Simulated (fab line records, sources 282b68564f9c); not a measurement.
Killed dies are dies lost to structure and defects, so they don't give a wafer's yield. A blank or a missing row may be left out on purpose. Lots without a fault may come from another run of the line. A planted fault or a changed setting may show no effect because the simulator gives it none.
Problem report in the 8D (eight disciplines) form, filled by code | flow rit_cmos | the parts of the form that need people (team, actions taken, sign-off) are left out

1. THE PROBLEM
SILICIDE_TI_RS at RIT_SILICIDE_RS_MEAS_02 reads a mean of 40.3 ohm/sq on 1 wafer of 1 lot; wafers without a fault read 47.6 ohm/sq with a standard deviation of 0.67. That is -11 standard deviations from the usual mean.
The step: measures by four-point-probe.
First seen on wafer L506.2, day 5 17:31, on film_metro-04. The record holds 39 wafers of 13 lots with a number at this step. Rule for "out", or "out of limits": more than 4 standard deviations from the usual mean. The other wafers with a number count as sound.

2. WHAT IT IS AND WHAT IT IS NOT
question                    | is               | is not
which readings at this step | SILICIDE_TI_RS   | -
which lots                  | L506             | L495, L496, L497, L498, L499, L500, L501, L511, L513, L515, L517, L518
which wafers of those lots  | L506.2           | L506.1, L506.5
read on which gauges        | film_metro-04    | film_metro-01, film_metro-02
when                        | from day 5 17:31 | up to then (23 sound wafers); but 15 sound wafers of L511, L513, L515, L517, L518 came after

3. SUSPECTS, AND WHAT RULES EACH OUT
Counting: a tool at a process step up to the reading stays a suspect if it ran every lot that is out. Sound lots after the first of them don't rule it out here, since some wafers of a struck lot are sound.
- the gauge at RIT_SILICIDE_RS_MEAS_02: kept. All the wafers that are out were read on film_metro-04, and no step on other tools shows them out.
- pvd_sputter-02 at RIT_SILICIDE_SPUTTER_01 (material Ti, target thk 30 nm, time 240 s): kept. It ran the lot that is out, L506 (day 5 17:22); its last sound lot up to then is L500 (day 4 07:15).
Left after counting: pvd_sputter-02 at RIT_SILICIDE_SPUTTER_01, film_metro-04 at RIT_SILICIDE_RS_MEAS_02.

4. THE CAUSE (what the simulator had put in)
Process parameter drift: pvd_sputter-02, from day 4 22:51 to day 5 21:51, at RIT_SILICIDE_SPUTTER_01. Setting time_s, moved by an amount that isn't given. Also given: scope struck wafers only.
Counting left 2 suspects, and this tool is among them.

5. THE CHAIN OF EFFECTS, in route order
Each row: a reading whose mean over the struck wafers that have a number lies more than 3 standard deviations from the usual. Only readings for which the record gives a usual standard deviation are gone through. hours: the time from each lot's start at the first step in this table that gives one to its start at this step, as a median over the lots. sigmas: the change in usual standard deviations.
hours | step                     | reading         | usual       | on struck wafers | change | sigmas
0     | RIT_SILICIDE_RS_MEAS_02  | SILICIDE_TI_RS  | 47.6 ohm/sq | 40.3             | -7.3   | -11
0     | RIT_SILICIDE_THK_MEAS_03 | SILICIDE_TI_THK | 30.6 nm     | 34.7             | +4.1   | +11

6. WHAT WOULD HAVE CAUGHT IT SOONER
In this record the first reading out of limits at a measuring or inspecting step was taken at day 5 17:31, 19 hours after the fault began at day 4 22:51.
Of the tool readings at RIT_SILICIDE_SPUTTER_01 for which the record gives a usual standard deviation, none was out on any struck wafer, so an alarm limit of 4 standard deviations on them would not have fired.
All the lots that are out (1) had begun RIT_SILICIDE_SPUTTER_01 on pvd_sputter-02 by day 5 17:31. A hold on the tool at that time would have spared none of them.
